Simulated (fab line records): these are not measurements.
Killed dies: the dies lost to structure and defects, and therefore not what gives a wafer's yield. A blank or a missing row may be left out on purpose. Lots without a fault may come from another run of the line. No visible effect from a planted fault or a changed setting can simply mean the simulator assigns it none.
Split-lot experiment	flow berkeley-cmos170	5 lots, 23 wafers read, on a route of 331 steps

== ON THE SPLIT ==
At UCB170_ZERO_COAT_01 (resist thk 900 nm), the setting resist-thk-nm was moved away from the recipe's 900 nm on 8 of the 23 wafers read, by -5.9% to +2.5%. For the rest of the wafers, this setting stayed at what the recipe calls for.

The reading is taken at the split's own step.

== THE READING ==
KrF_of_ZERO_COAT_01.thk-nm (the simulator's own value, which no gauge read), in nm, at UCB170_ZERO_COAT_01 (resist thk 900 nm). There is no usual value for it anywhere in the file. The 15 wafers here that ran the recipe average 899.9 nm, standard deviation 2.6 nm.

wafer	tool, chamber at the split	resist-thk-nm as run, nm	against the recipe	KrF_of_ZERO_COAT_01.thk-nm, nm	against lot-mates on the recipe
L075.1	litho-track-04, 0	900	recipe	904.7	-
L075.2	litho-track-04, 0	882	-2.0%	886.1	-18.2
L075.3	litho-track-04, 0	882	-2.0%	884.3	-20.1
L075.4	litho-track-04, 0	900	recipe	904	-
L075.5	litho-track-04, 0	882	-2.0%	882.3	-22.1
L077.2	litho-track-02, 0	922.7	+2.5%	925	+24.2
L077.3	litho-track-02, 0	900	recipe	900.8	-
L077.4	litho-track-02, 0	900	recipe	901.3	-
L077.5	litho-track-02, 0	922.7	+2.5%	921.4	+20.6
L077.6	litho-track-02, 0	900	recipe	900.4	-
L081.1	litho-track-02, 0	900	recipe	901.5	-
L081.2	litho-track-02, 0	900	recipe	902.3	-
L081.3	litho-track-02, 0	900	recipe	900.5	-
L083.1	litho-track-02, 0	900	recipe	898.3	-
L083.2	litho-track-02, 0	900	recipe	898.2	-
L083.3	litho-track-02, 0	900	recipe	896.2	-
L083.5	litho-track-02, 0	900	recipe	898	-
L083.6	litho-track-02, 0	900	recipe	898.8	-
L085.1	litho-track-01, 0	847	-5.9%	845.7	-50.8
L085.2	litho-track-01, 0	847	-5.9%	845.5	-51.0
L085.3	litho-track-01, 0	847	-5.9%	844.1	-52.4
L085.4	litho-track-01, 0	900	recipe	895.5	-
L085.5	litho-track-01, 0	900	recipe	897.6	-

THE FIT
A straight line over all 23 wafers: KrF_of_ZERO_COAT_01.thk-nm changes by +9.2 nm for each +1% of resist-thk-nm; r = +0.99; the points scatter about the line by 2.6 nm.
The same after taking each lot's own level away (the mean of its wafers on the recipe; 23 wafers): +8.84 nm for each +1%; r = +1.00; scatter 1.4 nm.
On that fit, the largest move of resist-thk-nm shifts the reading by 52 nm.
Across the lots, their own levels run from 896.55 to 904.35 nm, a range of 3.0 times the standard deviation given above.
So the lot-to-lot level changes the slope little: the two slopes agree.
Check: -52.8 nm against its lot-mates is what the line predicts for one of the wafers moved furthest among these (-5.9%) when that wafer is left out of the fit. Against them it came out at -50.8 nm.

== THE WHOLE CHAIN: every reading that the file lists as answering this split, in the file's order ==
step	what it does	reading	change (the file's fit)	r (the file's)
UCB170_ZERO_COAT_01	resist thk 900 nm	KrF_of_ZERO_COAT_01.thk-nm (the simulator's own value, which no gauge read)	+8.87 nm for each +1% of the setting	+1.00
UCB170_ZERO_STRIP_07	strips in O2	strip-time-to-endpoint-s	withheld for each +1% of the setting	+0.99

== FILE'S OWN FIT ==
KrF_of_ZERO_COAT_01.thk-nm changes by +8.87 nm for each +1% of resist-thk-nm, r = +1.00.
